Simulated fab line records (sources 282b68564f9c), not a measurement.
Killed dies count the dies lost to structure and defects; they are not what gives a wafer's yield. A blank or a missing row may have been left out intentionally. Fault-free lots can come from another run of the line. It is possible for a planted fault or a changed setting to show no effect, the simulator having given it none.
fab line records    flow rit_cmos
[record] lots = 15  wafers = 45  last_day = 7
route steps=202 shown ACTIVE@12 NSD@134 M1@186
lots with no fault: from the same line, run without faults
start_h: start of the lot's first displayed wafer, in hours after the record's first day    wait_h: hours elapsed since this lot's preceding step    " the same as in the row above    L1.1+2: one row covering several wafers at once    - no value present, or no start provided    * or withheld: withheld    < > ~ a bound
route shown NAME@n: a module of which the file shows steps, and the number in the route of the first    usual: mean/standard deviation of fault-free wafers    same: alike in all rows    chamber/n: place in a boat    sites: each site's reading    _std_site: standard deviation across them    _edge_site: inner sites' mean taken away from outer sites' mean    radius_mm: how far each site lies from the wafer's centre    mask NAME#n: copy n    behind: the tool/chamber that last shaped the wafer    hold: what put the lot on hold/how long, in hours/how the hold closed    device: which transistor (n, p or np) failed to switch    end of line: tests run on the same wafers once the route is complete    a step with no rows: only its recipe    killed: count of dies lost to structure and defects at first sort (not the wafer's yield)    map: shows each die of a wafer: x if killed, . if not, _ if none is there
set.NAME: the setting the step ran with; set.NAME@STEP: the setting that earlier step ran with    model.NAME: the simulator's own value behind a step, which no gauge read
a sample of lots followed through the steps of the route, with each step as a table and each wafer as a row
services: a tool's chamber out of use, with start hour (start_h, from the record's first day; less than 0 if before it), hours out, and reason
[[steps]]
[step RIT_ACTIVE_CD_MEAS_11]
[recipe] target_cd_nm = 1400
[usual] cd_nm = 1400.4/2.4
lot.wafer  tool       chamber  start_h  wait_h  cd_nm
L717.1     cd_sem-02  -        20.42    -       1400.2
L717.4     "          -        "        "       1399.8
L717.5     "          -        "        "       1401.8
L718.1     cd_sem-01  -        24.44    -       1394.2
L718.4     "          -        "        "       1398.6
L718.6     "          -        "        "       1397.8
L719.2     cd_sem-01  -        29.58    -       1402.8
L719.3     "          -        "        "       1402.7
L719.4     "          -        "        "       1402.1
L720.1     cd_sem-01  -        34.85    -       1400.2
L720.2     "          -        "        "       1402.2
L720.3     "          -        "        "       1403.9
L721.1     cd_sem-01  -        39.56    -       1402.4
L721.2     "          -        "        "       1403.5
L721.3     "          -        "        "       1402.1
L722.1     cd_sem-01  -        44.56    -       1405.1
L722.4     "          -        "        "       1404.0
L722.5     "          -        "        "       1404.6
L723.1     cd_sem-02  -        50.67    -       1398.8
L723.2     "          -        "        "       1396.9
L723.5     "          -        "        "       1400.0
L724.1     cd_sem-02  -        54.44    -       1397.9
L724.2     "          -        "        "       1398.5
L724.3     "          -        "        "       1397.8
L725.2     cd_sem-02  -        61.09    -       1403.0
L725.5     "          -        "        "       1399.9
L725.6     "          -        "        "       1401.8
L731.3     cd_sem-02  -        90.51    -       1398.3
L731.5     "          -        "        "       1392.9
L731.6     "          -        "        "       1396.0
L732.1     cd_sem-02  -        94.56    -       1399.5
L732.4     "          -        "        "       1401.7
L732.5     "          -        "        "       1400.5
L733.1     cd_sem-01  -        99.80    -       1399.1
L733.2     "          -        "        "       1399.0
L733.5     "          -        "        "       1397.2
L734.2     cd_sem-01  -        105.19   -       1398.3
L734.4     "          -        "        "       1398.5
L734.6     "          -        "        "       1397.2
L735.1     cd_sem-02  -        109.94   -       1401.2
L735.2     "          -        "        "       1398.5
L735.4     "          -        "        "       1400.3
L738.1     cd_sem-01  -        125.23   -       1398.2
L738.3     "          -        "        "       1394.5
L738.6     "          -        "        "       1397.7
[step RIT_NSD_EXPOSE_03]
[recipe] mask_id = M9  na = 0.57  target_cd_nm = 40700  dose_mj = 250
[usual] exposure_dose_mJ_cm2 = 250.04/0.24  focus_offset_nm = -0.1/0.47
lot.wafer  tool              chamber  start_h  wait_h  mask  exposure_dose_mJ_cm2  focus_offset_nm
L717.1     iline_stepper-02  0        53.61    0.1     M9#0  249.93                0.3
L717.4     "                 0        "        "       M9#0  249.77                0.3
L717.5     "                 0        "        "       M9#0  249.91                0.1
L718.1     iline_stepper-01  0        58.80    0.2     M9#0  249.79                -0.4
L718.4     "                 0        "        "       M9#0  250.25                0.0
L718.6     "                 0        "        "       M9#0  249.91                -0.3
L719.2     iline_stepper-02  0        61.46    0.2     M9#0  250.61                0.1
L719.3     "                 0        "        "       M9#0  250.64                -0.5
L719.4     "                 0        "        "       M9#0  250.33                -0.5
L720.1     iline_stepper-02  0        69.54    0.1     M9#0  249.82                1.1
L720.2     "                 0        "        "       M9#0  249.98                0.9
L720.3     "                 0        "        "       M9#0  249.84                -0.1
L721.1     iline_stepper-02  0        73.77    0.1     M9#0  249.95                0.2
L721.2     "                 0        "        "       M9#0  249.80                0.0
L721.3     "                 0        "        "       M9#0  249.69                -0.4
L722.1     iline_stepper-02  -        82.87    0.1     M9#0  -                     -
L722.4     "                 -        "        "       M9#0  -                     -
L722.5     "                 -        "        "       M9#0  -                     -
L723.1     iline_stepper-01  -        84.14    0.2     M9#0  -                     -
L723.2     "                 -        "        "       M9#0  -                     -
L723.5     "                 -        "        "       M9#0  -                     -
L724.1     iline_stepper-01  -        88.86    0.1     M9#0  -                     -
L724.2     "                 -        "        "       M9#0  -                     -
L724.3     "                 -        "        "       M9#0  -                     -
L725.2     iline_stepper-01  0        92.35    0.1     M9#0  250.29                -0.6
L725.5     "                 0        "        "       M9#0  250.17                -0.4
L725.6     "                 0        "        "       M9#0  250.30                -0.2
L731.3     iline_stepper-01  0        125.93   0.2     M9#0  249.94                -0.4
L731.5     "                 0        "        "       M9#0  249.96                -0.5
L731.6     "                 0        "        "       M9#0  250.28                -0.3
L732.1     iline_stepper-02  0        128.29   0.2     M9#0  249.76                0.0
L732.4     "                 0        "        "       M9#0  249.71                -0.9
L732.5     "                 0        "        "       M9#0  250.15                -0.1
L733.1     iline_stepper-02  0        134.03   0.1     M9#0  249.99                0.0
L733.2     "                 0        "        "       M9#0  250.18                -0.1
L733.5     "                 0        "        "       M9#0  250.14                -1.1
L734.2     iline_stepper-01  0        142.25   0.2     M9#0  250.23                0.7
L734.4     "                 0        "        "       M9#0  250.20                -0.5
L734.6     "                 0        "        "       M9#0  250.22                0.6
L735.1     iline_stepper-01  0        145.26   0.1     M9#0  249.55                -0.6
L735.2     "                 0        "        "       M9#0  249.75                0.0
L735.4     "                 0        "        "       M9#0  249.56                0.2
L738.1     iline_stepper-02  0        161.85   0.1     M9#0  250.19                -0.3
L738.3     "                 0        "        "       M9#0  250.04                0.0
L738.6     "                 0        "        "       M9#0  249.85                -0.1
[step RIT_M1_THK_MEAS_02]
[recipe] thk_meas_gauge = xrf  reads = Al_of_M1_SPUTTER_00
[usual] M1_AL_THK = 410/4.8
lot.wafer  tool           chamber  start_h  wait_h  M1_AL_THK[nm]
L717.1     film_metro-02  -        60.25    0.1     407
L717.4     "              -        "        "       405
L717.5     "              -        "        "       414
L718.1     film_metro-01  -        65.64    0.1     408
L718.4     "              -        "        "       413
L718.6     "              -        "        "       411
L719.2     film_metro-02  -        67.94    0.1     408
L719.3     "              -        "        "       409
L719.4     "              -        "        "       409
L720.1     film_metro-01  -        76.25    0.1     408
L720.2     "              -        "        "       410
L720.3     "              -        "        "       407
L721.1     film_metro-01  -        80.36    0.1     413
L721.2     "              -        "        "       413
L721.3     "              -        "        "       413
L722.1     film_metro-02  -        89.69    0.1     409
L722.4     "              -        "        "       411
L722.5     "              -        "        "       410
L723.1     film_metro-02  -        90.73    0.1     405
L723.2     "              -        "        "       398
L723.5     "              -        "        "       404
L724.1     film_metro-01  -        95.78    0.1     413
L724.2     "              -        "        "       412
L724.3     "              -        "        "       420
L725.2     film_metro-02  -        98.91    0.1     414
L725.5     "              -        "        "       414
L725.6     "              -        "        "       419
L731.3     film_metro-04  -        132.77   0.1     410
L731.5     "              -        "        "       403
L731.6     "              -        "        "       409
L732.1     film_metro-01  -        134.94   0.1     409
L732.4     "              -        "        "       410
L732.5     "              -        "        "       409
L733.1     film_metro-02  -        140.73   0.1     415
L733.2     "              -        "        "       409
L733.5     "              -        "        "       407
L734.2     film_metro-01  -        148.75   0.1     408
L734.4     "              -        "        "       405
L734.6     "              -        "        "       403
L735.1     film_metro-04  -        151.86   0.1     412
L735.2     "              -        "        "       412
L735.4     "              -        "        "       413
L738.1     film_metro-02  -        168.34   0.1     405
L738.3     "              -        "        "       407
L738.6     "              -        "        "       411
[step RIT_M1_CD_MEAS_09]
[recipe] target_cd_nm = 2600
[usual] cd_nm = 2600.7/2.1
lot.wafer  tool       chamber  start_h  wait_h  cd_nm
L717.1     cd_sem-01  -        61.38    -       2601.7
L717.4     "          -        "        "       2601.3
L717.5     "          -        "        "       2599.8
L718.1     cd_sem-01  -        66.58    -       2601.8
L718.4     "          -        "        "       2600.5
L718.6     "          -        "        "       2599.6
L719.2     cd_sem-02  -        68.89    -       2601.6
L719.3     "          -        "        "       2601.2
L719.4     "          -        "        "       2601.1
L720.1     cd_sem-01  -        77.32    -       2600.1
L720.2     "          -        "        "       2600.4
L720.3     "          -        "        "       2599.2
L721.1     cd_sem-02  -        81.43    -       2602.5
L721.2     "          -        "        "       2600.2
L721.3     "          -        "        "       2597.0
L722.1     cd_sem-02  -        90.63    -       2598.5
L722.4     "          -        "        "       2598.9
L722.5     "          -        "        "       2598.9
L723.1     cd_sem-02  -        91.91    -       2598.9
L723.2     "          -        "        "       2600.0
L723.5     "          -        "        "       2598.8
L724.1     cd_sem-01  -        96.94    -       2600.6
L724.2     "          -        "        "       2600.0
L724.3     "          -        "        "       2601.9
L725.2     cd_sem-02  -        100.13   -       2596.1
L725.5     "          -        "        "       2598.7
L725.6     "          -        "        "       2599.4
L731.3     cd_sem-02  -        133.73   -       2597.4
L731.5     "          -        "        "       2597.4
L731.6     "          -        "        "       2598.1
L732.1     cd_sem-02  -        135.88   -       2597.9
L732.4     "          -        "        "       2599.6
L732.5     "          -        "        "       2599.3
L733.1     cd_sem-01  -        141.80   -       2604.4
L733.2     "          -        "        "       2604.1
L733.5     "          -        "        "       2604.5
L734.2     cd_sem-02  -        149.70   -       2597.5
L734.4     "          -        "        "       2597.0
L734.6     "          -        "        "       2598.8
L735.1     cd_sem-01  -        152.80   -       2602.6
L735.2     "          -        "        "       2599.4
L735.4     "          -        "        "       2600.3
L738.1     cd_sem-01  -        169.41   -       2598.1
L738.3     "          -        "        "       2599.1
L738.6     "          -        "        "       2597.8
[[services]]
tool              chamber  start_h  hours  kind
iline_stepper-02  -        49.76    1.7    pm
iline_stepper-01  0        138.01   -      calibration
[[key]]
[first_sign] step = RIT_NSD_EXPOSE_03  reading = tool_record  direction = missing
effect none on later readings
met_at RIT_NSD_EXPOSE_03
struck_lots L722,L723,L724
sort_left_out L722.1,L722.4,L722.5,L723.1,L723.2,L723.5,L724.1,L724.2,L724.3
tester_left_out L722,L723,L724
not_acting_at RIT_ACTIVE_CD_MEAS_11,RIT_M1_THK_MEAS_02,RIT_M1_CD_MEAS_09
onset_between 73.77 82.87
[fault] kind = skipped_step_whole  tool = iline_stepper-01,iline_stepper-02  chamber = -  onset_h = 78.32  steps = RIT_NSD_EXPOSE_03  scope = struck_lots_only
// tester_left_out: of these lots the tester's yield and bins aren't shown, on N5 and GAA mostly nor the transistor test; their killed dies are dies lost to structure and defects alone, not to doping, threshold or leakage, so they don't give the yield
// sort_left_out: the simulated sort isn't trusted on such a fault, so these wafers' sort isn't shown, and their yield isn't known
